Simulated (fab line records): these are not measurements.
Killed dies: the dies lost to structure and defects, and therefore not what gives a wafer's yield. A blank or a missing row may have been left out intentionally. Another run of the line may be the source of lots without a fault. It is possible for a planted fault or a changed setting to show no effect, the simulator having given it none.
What tool caused it? || flow berkeley-cmos170 || Sampling: 15 lots, 45 wafers, 5 of 331 route steps

## WHAT THE GAUGES READ, wafer by wafer
UCB170_WELLDRIVE_THK_MEAS_02. Usual: WELLDRIVE_OXIDE_THK typically reads 198 nm, with standard deviation 3.7.
{"lot": "L801", "measured": "day 4 05:50", "on": "film-metro-01", "WELLDRIVE_OXIDE_THK (nm)": "203 201 200", "flag": ""}
{"lot": "L802", "measured": "day 4 05:51", "on": "film-metro-03", "WELLDRIVE_OXIDE_THK (nm)": "196 197 197", "flag": ""}
{"lot": "L803", "measured": "day 4 05:53", "on": "film-metro-03", "WELLDRIVE_OXIDE_THK (nm)": "195 192 194", "flag": ""}
{"lot": "L805", "measured": "day 5 08:15", "on": "film-metro-03", "WELLDRIVE_OXIDE_THK (nm)": "195 197 197", "flag": ""}
{"lot": "L806", "measured": "day 5 08:17", "on": "film-metro-02", "WELLDRIVE_OXIDE_THK (nm)": "197 195 195", "flag": ""}
{"lot": "L807", "measured": "day 5 08:15", "on": "film-metro-01", "WELLDRIVE_OXIDE_THK (nm)": "201 197 195", "flag": ""}
{"lot": "L808", "measured": "day 5 20:30", "on": "film-metro-03", "WELLDRIVE_OXIDE_THK (nm)": "177 180 175", "flag": "OFF"}
{"lot": "L809", "measured": "day 5 20:31", "on": "film-metro-02", "WELLDRIVE_OXIDE_THK (nm)": "178 176 178", "flag": "OFF"}
{"lot": "L810", "measured": "day 6 04:06", "on": "film-metro-03", "WELLDRIVE_OXIDE_THK (nm)": "175 177 175", "flag": "OFF"}
{"lot": "L812", "measured": "day 6 10:17", "on": "film-metro-01", "WELLDRIVE_OXIDE_THK (nm)": "201 203 204", "flag": ""}
{"lot": "L817", "measured": "day 7 17:17", "on": "film-metro-02", "WELLDRIVE_OXIDE_THK (nm)": "200 201 200", "flag": ""}
{"lot": "L819", "measured": "day 8 04:49", "on": "film-metro-02", "WELLDRIVE_OXIDE_THK (nm)": "202 202 206", "flag": ""}
{"lot": "L821", "measured": "day 8 13:08", "on": "film-metro-01", "WELLDRIVE_OXIDE_THK (nm)": "196 196 196", "flag": ""}
{"lot": "L822", "measured": "day 8 13:08", "on": "film-metro-02", "WELLDRIVE_OXIDE_THK (nm)": "205 206 205", "flag": ""}
{"lot": "L823", "measured": "day 8 21:01", "on": "film-metro-01", "WELLDRIVE_OXIDE_THK (nm)": "198 200 199", "flag": ""}

UCB170_GATE_THK_MEAS_02. Usual: GATE_OXIDE_THK typically reads 6.62 nm, with standard deviation 0.13.
{"lot": "L801", "measured": "day 7 05:09", "on": "film-metro-01", "GATE_OXIDE_THK (nm)": "6.71 6.61 6.80", "flag": ""}
{"lot": "L802", "measured": "day 7 05:14", "on": "film-metro-01", "GATE_OXIDE_THK (nm)": "6.71 6.78 6.67", "flag": ""}
{"lot": "L803", "measured": "day 7 05:09", "on": "film-metro-03", "GATE_OXIDE_THK (nm)": "6.79 6.70 6.71", "flag": ""}
{"lot": "L805", "measured": "day 8 09:17", "on": "film-metro-01", "GATE_OXIDE_THK (nm)": "6.55 6.43 6.63", "flag": ""}
{"lot": "L806", "measured": "day 8 09:19", "on": "film-metro-02", "GATE_OXIDE_THK (nm)": "6.56 6.62 6.61", "flag": ""}
{"lot": "L807", "measured": "day 8 09:17", "on": "film-metro-03", "GATE_OXIDE_THK (nm)": "6.55 6.77 6.63", "flag": ""}
{"lot": "L808", "measured": "day 8 22:17", "on": "film-metro-03", "GATE_OXIDE_THK (nm)": "6.69 6.61 6.61", "flag": ""}
{"lot": "L809", "measured": "day 8 22:18", "on": "film-metro-01", "GATE_OXIDE_THK (nm)": "6.54 6.62 6.63", "flag": ""}
{"lot": "L810", "measured": "day 8 22:21", "on": "film-metro-01", "GATE_OXIDE_THK (nm)": "6.72 6.69 6.67", "flag": ""}
{"lot": "L812", "measured": "day 8 22:21", "on": "film-metro-03", "GATE_OXIDE_THK (nm)": "6.49 6.54 6.41", "flag": ""}
{"lot": "L817", "measured": "day 10 07:49", "on": "film-metro-03", "GATE_OXIDE_THK (nm)": "6.72 6.81 6.88", "flag": ""}
{"lot": "L819", "measured": "day 10 23:14", "on": "film-metro-03", "GATE_OXIDE_THK (nm)": "6.61 6.63 6.74", "flag": ""}
{"lot": "L821", "measured": "day 11 21:10", "on": "film-metro-01", "GATE_OXIDE_THK (nm)": "6.71 6.76 6.74", "flag": ""}
{"lot": "L822", "measured": "day 11 13:11", "on": "film-metro-02", "GATE_OXIDE_THK (nm)": "6.35 6.27 6.50", "flag": ""}
{"lot": "L823", "measured": "day 11 13:11", "on": "film-metro-01", "GATE_OXIDE_THK (nm)": "6.70 6.63 6.67", "flag": ""}

UCB170_SDANNEAL_RS_MEAS_04: a four-point-probe measurement. Usual: PLDD_RS typically reads 1030.9 ohm/sq, with standard deviation 2.5.
{"lot": "L801", "measured": "day 8 05:59", "on": "film-metro-02", "PLDD_RS (ohm/sq)": "1028.5 1028.0 1027.8", "flag": ""}
{"lot": "L802", "measured": "day 8 06:16", "on": "film-metro-04", "PLDD_RS (ohm/sq)": "1033.4 1030.2 1031.9", "flag": ""}
{"lot": "L803", "measured": "day 8 05:43", "on": "film-metro-03", "PLDD_RS (ohm/sq)": "1028.4 1029.1 1026.2", "flag": ""}
{"lot": "L805", "measured": "day 9 09:16", "on": "film-metro-04", "PLDD_RS (ohm/sq)": "1027.9 1026.2 1028.6", "flag": ""}
{"lot": "L806", "measured": "day 9 08:49", "on": "film-metro-04", "PLDD_RS (ohm/sq)": "1030.0 1031.9 1032.9", "flag": ""}
{"lot": "L807", "measured": "day 9 09:26", "on": "film-metro-03", "PLDD_RS (ohm/sq)": "1031.9 1030.3 1031.6", "flag": ""}
{"lot": "L808", "measured": "day 9 23:56", "on": "film-metro-03", "PLDD_RS (ohm/sq)": "1033.7 1031.3 1032.9", "flag": ""}
{"lot": "L809", "measured": "day 10 00:49", "on": "film-metro-04", "PLDD_RS (ohm/sq)": "1035.8 1033.7 1032.7", "flag": ""}
{"lot": "L810", "measured": "day 10 01:03", "on": "film-metro-03", "PLDD_RS (ohm/sq)": "1027.3 1025.8 1027.8", "flag": ""}
{"lot": "L812", "measured": "day 10 00:23", "on": "film-metro-02", "PLDD_RS (ohm/sq)": "1035.2 1032.8 1031.5", "flag": ""}
{"lot": "L817", "measured": "day 11 13:13", "on": "film-metro-03", "PLDD_RS (ohm/sq)": "1028.7 1027.2 1027.2", "flag": ""}
{"lot": "L819", "measured": "day 12 05:32", "on": "film-metro-04", "PLDD_RS (ohm/sq)": "1033.8 1033.6 1033.3", "flag": ""}
{"lot": "L821", "measured": "day 13 01:10", "on": "film-metro-03", "PLDD_RS (ohm/sq)": "1028.0 1028.4 1027.7", "flag": ""}
{"lot": "L822", "measured": "day 12 17:14", "on": "film-metro-03", "PLDD_RS (ohm/sq)": "1029.8 1029.7 1029.6", "flag": ""}
{"lot": "L823", "measured": "day 12 16:52", "on": "film-metro-02", "PLDD_RS (ohm/sq)": "1033.3 1035.0 1034.3", "flag": ""}

UCB170_M3_RS_MEAS_02: a four-point-probe measurement. Usual: M3_AL_RS typically reads 0.0326 ohm/sq, with standard deviation 0.00032.
{"lot": "L801", "measured": "day 9 03:29", "on": "film-metro-03", "M3_AL_RS (ohm/sq)": "0.0324 0.0328 0.0328", "flag": ""}
{"lot": "L802", "measured": "day 9 05:25", "on": "film-metro-04", "M3_AL_RS (ohm/sq)": "0.0326 0.0326 0.0326", "flag": ""}
{"lot": "L803", "measured": "day 9 04:13", "on": "film-metro-03", "M3_AL_RS (ohm/sq)": "0.0321 0.0319 0.0320", "flag": ""}
{"lot": "L805", "measured": "day 10 03:58", "on": "film-metro-03", "M3_AL_RS (ohm/sq)": "0.0328 0.0329 0.0327", "flag": ""}
{"lot": "L806", "measured": "day 10 03:25", "on": "film-metro-04", "M3_AL_RS (ohm/sq)": "0.0322 0.0323 0.0322", "flag": ""}
{"lot": "L807", "measured": "day 10 05:14", "on": "film-metro-02", "M3_AL_RS (ohm/sq)": "0.0319 0.0324 0.0323", "flag": ""}
{"lot": "L808", "measured": "day 10 19:15", "on": "film-metro-02", "M3_AL_RS (ohm/sq)": "0.0327 0.0330 0.0326", "flag": ""}
{"lot": "L809", "measured": "day 10 22:10", "on": "film-metro-04", "M3_AL_RS (ohm/sq)": "0.0329 0.0331 0.0329", "flag": ""}
{"lot": "L810", "measured": "day 10 22:25", "on": "film-metro-02", "M3_AL_RS (ohm/sq)": "0.0325 0.0325 0.0324", "flag": ""}
{"lot": "L812", "measured": "day 10 21:03", "on": "film-metro-02", "M3_AL_RS (ohm/sq)": "0.0328 0.0329 0.0328", "flag": ""}
{"lot": "L817", "measured": "day 12 07:37", "on": "film-metro-04", "M3_AL_RS (ohm/sq)": "0.0319 0.0322 0.0324", "flag": ""}
{"lot": "L819", "measured": "day 13 05:14", "on": "film-metro-03", "M3_AL_RS (ohm/sq)": "0.0325 0.0327 0.0324", "flag": ""}
{"lot": "L821", "measured": "day 13 20:50", "on": "film-metro-03", "M3_AL_RS (ohm/sq)": "0.0329 0.0328 0.0323", "flag": ""}
{"lot": "L822", "measured": "day 13 14:25", "on": "film-metro-02", "M3_AL_RS (ohm/sq)": "0.0327 0.0334 0.0333", "flag": ""}
{"lot": "L823", "measured": "day 13 12:52", "on": "film-metro-02", "M3_AL_RS (ohm/sq)": "0.0323 0.0326 0.0323", "flag": ""}

## WHICH TOOL RAN EACH LOT (tool, then ch and the chambers of the sampled wafers, then the start)
{"lot": "L801", "UCB170_WELLDRIVE_OXIDATION_01": "furnace-04 ch 0, day 4 02:20"}
{"lot": "L802", "UCB170_WELLDRIVE_OXIDATION_01": "furnace-04 ch 0, day 4 02:20"}
{"lot": "L803", "UCB170_WELLDRIVE_OXIDATION_01": "furnace-04 ch 0, day 4 02:20"}
{"lot": "L805", "UCB170_WELLDRIVE_OXIDATION_01": "furnace-02 ch 0, day 5 04:45"}
{"lot": "L806", "UCB170_WELLDRIVE_OXIDATION_01": "furnace-02 ch 0, day 5 04:45"}
{"lot": "L807", "UCB170_WELLDRIVE_OXIDATION_01": "furnace-02 ch 0, day 5 04:45"}
{"lot": "L808", "UCB170_WELLDRIVE_OXIDATION_01": "furnace-02 ch 0, day 5 17:00"}
{"lot": "L809", "UCB170_WELLDRIVE_OXIDATION_01": "furnace-02 ch 0, day 5 17:00"}
{"lot": "L810", "UCB170_WELLDRIVE_OXIDATION_01": "furnace-02 ch 0, day 6 00:36"}
{"lot": "L812", "UCB170_WELLDRIVE_OXIDATION_01": "furnace-01 ch 0, day 6 06:47"}
{"lot": "L817", "UCB170_WELLDRIVE_OXIDATION_01": "furnace-01 ch 0, day 7 13:46"}
{"lot": "L819", "UCB170_WELLDRIVE_OXIDATION_01": "furnace-01 ch 0, day 8 01:16"}
{"lot": "L821", "UCB170_WELLDRIVE_OXIDATION_01": "furnace-04 ch 0, day 8 09:38"}
{"lot": "L822", "UCB170_WELLDRIVE_OXIDATION_01": "furnace-04 ch 0, day 8 09:38"}
{"lot": "L823", "UCB170_WELLDRIVE_OXIDATION_01": "furnace-04 ch 0, day 8 17:31"}
- UCB170_WELLDRIVE_OXIDATION_01: target thk 199 nm, ox time 9000 s.

## WHAT THE TOOLS THEMSELVES READ (means of the sampled wafers that have a number; where no wafer has one, the mark that the record gives instead)
UCB170_WELLDRIVE_OXIDATION_01. Usual: spike-tc-centre-C 1103.3 C, standard deviation 1.6; spike-tc-load-C 1126.5 C, standard deviation 2.6; spike-tc-source-C 1129 C, standard deviation 3.8.
{"lot": "L801", "tool": "furnace-04", "spike-tc-centre-C (C)": 1104.9, "spike-tc-load-C (C)": 1128.8, "spike-tc-source-C (C)": 1131, "flag": ""}
{"lot": "L802", "tool": "furnace-04", "spike-tc-centre-C (C)": 1104.0, "spike-tc-load-C (C)": 1129.1, "spike-tc-source-C (C)": 1130, "flag": ""}
{"lot": "L803", "tool": "furnace-04", "spike-tc-centre-C (C)": 1105.1, "spike-tc-load-C (C)": 1129.0, "spike-tc-source-C (C)": 1130, "flag": ""}
{"lot": "L805", "tool": "furnace-02", "spike-tc-centre-C (C)": 1102.6, "spike-tc-load-C (C)": 1123.8, "spike-tc-source-C (C)": 1124, "flag": ""}
{"lot": "L806", "tool": "furnace-02", "spike-tc-centre-C (C)": 1102.1, "spike-tc-load-C (C)": 1124.6, "spike-tc-source-C (C)": 1124, "flag": ""}
{"lot": "L807", "tool": "furnace-02", "spike-tc-centre-C (C)": 1101.5, "spike-tc-load-C (C)": 1124.2, "spike-tc-source-C (C)": 1124, "flag": ""}
{"lot": "L808", "tool": "furnace-02", "spike-tc-centre-C (C)": 1086.7, "spike-tc-load-C (C)": 1109.0, "spike-tc-source-C (C)": 1109, "flag": "OFF"}
{"lot": "L809", "tool": "furnace-02", "spike-tc-centre-C (C)": 1084.1, "spike-tc-load-C (C)": 1108.3, "spike-tc-source-C (C)": 1106, "flag": "OFF"}
{"lot": "L810", "tool": "furnace-02", "spike-tc-centre-C (C)": 1085.8, "spike-tc-load-C (C)": 1108.2, "spike-tc-source-C (C)": 1107, "flag": "OFF"}
{"lot": "L812", "tool": "furnace-01", "spike-tc-centre-C (C)": 1102.1, "spike-tc-load-C (C)": 1124.9, "spike-tc-source-C (C)": 1135, "flag": ""}
{"lot": "L817", "tool": "furnace-01", "spike-tc-centre-C (C)": 1102.0, "spike-tc-load-C (C)": 1125.9, "spike-tc-source-C (C)": 1133, "flag": ""}
{"lot": "L819", "tool": "furnace-01", "spike-tc-centre-C (C)": 1102.0, "spike-tc-load-C (C)": 1124.1, "spike-tc-source-C (C)": 1133, "flag": ""}
{"lot": "L821", "tool": "furnace-04", "spike-tc-centre-C (C)": 1104.0, "spike-tc-load-C (C)": 1129.3, "spike-tc-source-C (C)": 1131, "flag": ""}
{"lot": "L822", "tool": "furnace-04", "spike-tc-centre-C (C)": 1104.8, "spike-tc-load-C (C)": 1129.9, "spike-tc-source-C (C)": 1130, "flag": ""}
{"lot": "L823", "tool": "furnace-04", "spike-tc-centre-C (C)": 1104.7, "spike-tc-load-C (C)": 1128.2, "spike-tc-source-C (C)": 1130, "flag": ""}

## THE ANSWER, worked out from the rows above alone
Rule: take the mean of a lot's wafers that have a number; if it is more than 3 standard deviations from the usual mean, the lot is off. Also off: a lot with no number at a reading for which 4 or more lots have one. Where the step has rows for the other lots, those lots are counted as sound. First the gauges in route order, then the tools' own readings, where a lot's mean is used as printed above. At the first step where some lot is off, the reading lying furthest off is the one used; lots without a number count as furthest.
Off: at UCB170_WELLDRIVE_THK_MEAS_02 (WELLDRIVE_OXIDE_THK), L808, L809, L810.
A tool fits if, at a process step before that reading, it ran every lot that is off, and no sound lot after the first of them. Not tried: the gauges at UCB170_WELLDRIVE_THK_MEAS_02; whatever is off there is also off at UCB170_WELLDRIVE_OXIDATION_01, on other tools, and gauge error can't account for it. One fits: UCB170_WELLDRIVE_OXIDATION_01 on furnace-02. Its last sound lot is L805 (day 5 04:45), its first lot that is off L808 (day 5 17:00): a fault that began between those two fits.
The tool's own readings at UCB170_WELLDRIVE_OXIDATION_01 bear it out: on the lots that are off they differ by more than 5 times the standard deviation of the sound lots' means. spike-tc-centre-C reads 1085.5 C there against 1103.3 C on the sound lots; spike-tc-load-C reads 1108.5 C there against 1126.8 C on the sound lots; spike-tc-source-C reads 1107 C there against 1130 C on the sound lots.

## WHAT THE SIMULATOR HAD PUT IN
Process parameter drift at UCB170_WELLDRIVE_OXIDATION_01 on furnace-02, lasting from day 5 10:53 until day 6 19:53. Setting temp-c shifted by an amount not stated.
Lots struck among those shown: L808, L809, L810. The rule above reached the same finding.
